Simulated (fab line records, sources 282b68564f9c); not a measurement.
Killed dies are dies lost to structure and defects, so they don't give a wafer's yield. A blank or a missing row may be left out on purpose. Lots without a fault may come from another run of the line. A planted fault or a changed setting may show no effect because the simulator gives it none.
Which tool did it? | flow rit_cmos | 7 lots, 21 wafers sampled, at 2 steps of a route of 202

WHAT THE GAUGES READ, wafer by wafer
RIT_FOX1_THK_MEAS_01.
lot  | measured    | on            | FOX1_OXIDE_THK (nm)
L457 | day 1 23:01 | film_metro-01 | 362 361 358
L459 | day 2 08:04 | film_metro-01 | 352 347 349
L462 | day 2 22:59 | film_metro-01 | 347 350 351
L466 | day 3 20:22 | film_metro-02 | 397 397 394
L472 | day 5 01:04 | film_metro-03 | 406 406 403
L475 | day 5 16:58 | film_metro-02 | 359 363 355
L478 | day 6 06:49 | film_metro-02 | 346 348 345

WHICH TOOL RAN EACH LOT (tool, then ch and the chambers of the sampled wafers, then the start)
lot  | RIT_FOX1_OXIDATION_00
L457 | furnace-02 ch 0, day 1 21:41
L459 | furnace-04 ch 0, day 2 06:45
L462 | furnace-04 ch 0, day 2 21:40
L466 | furnace-01 ch 0, day 3 19:03
L472 | furnace-01 ch 0, day 4 23:45
L475 | furnace-04 ch 0, day 5 15:38
L478 | furnace-02 ch 0, day 6 05:31
- RIT_FOX1_OXIDATION_00: target thk 350.7 nm, ox time 1130 s.

THE ANSWER, worked out from the rows above alone
Rule: what is usual is taken from the lots themselves. Put in order of their means at a reading, lots are off if they are a third of the lots or fewer, leave a main group of 4 or more, and stand apart from it by a gap of 3 or more times the standard deviation of the main group's means; of several such gaps the widest counts. A main group whose means are all the same, to the digits that the tables above print for the reading, isn't used. A lot without any number at a reading at which 4 lots or more have one is off too. The other lots that the step has rows for count as sound.
Off: L466, L472, at RIT_FOX1_THK_MEAS_01 (FOX1_OXIDE_THK). The main group: mean 353 nm, standard deviation 5.7.
A tool fits if, at a process step before that reading, it ran every lot that is off, and no sound lot after the first of them. The gauges at RIT_FOX1_THK_MEAS_01 are tried like those tools. One fits: furnace-01 at RIT_FOX1_OXIDATION_00. It ran no sound lot before its first lot that is off in this sample, so the start can't be narrowed down.

WHAT THE SIMULATOR HAD PUT IN
Process parameter drift: furnace-01, from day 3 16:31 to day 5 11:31, at RIT_FOX1_OXIDATION_00. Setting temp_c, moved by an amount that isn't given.
Lots struck among those shown: L466, L472. The rule above found the same.
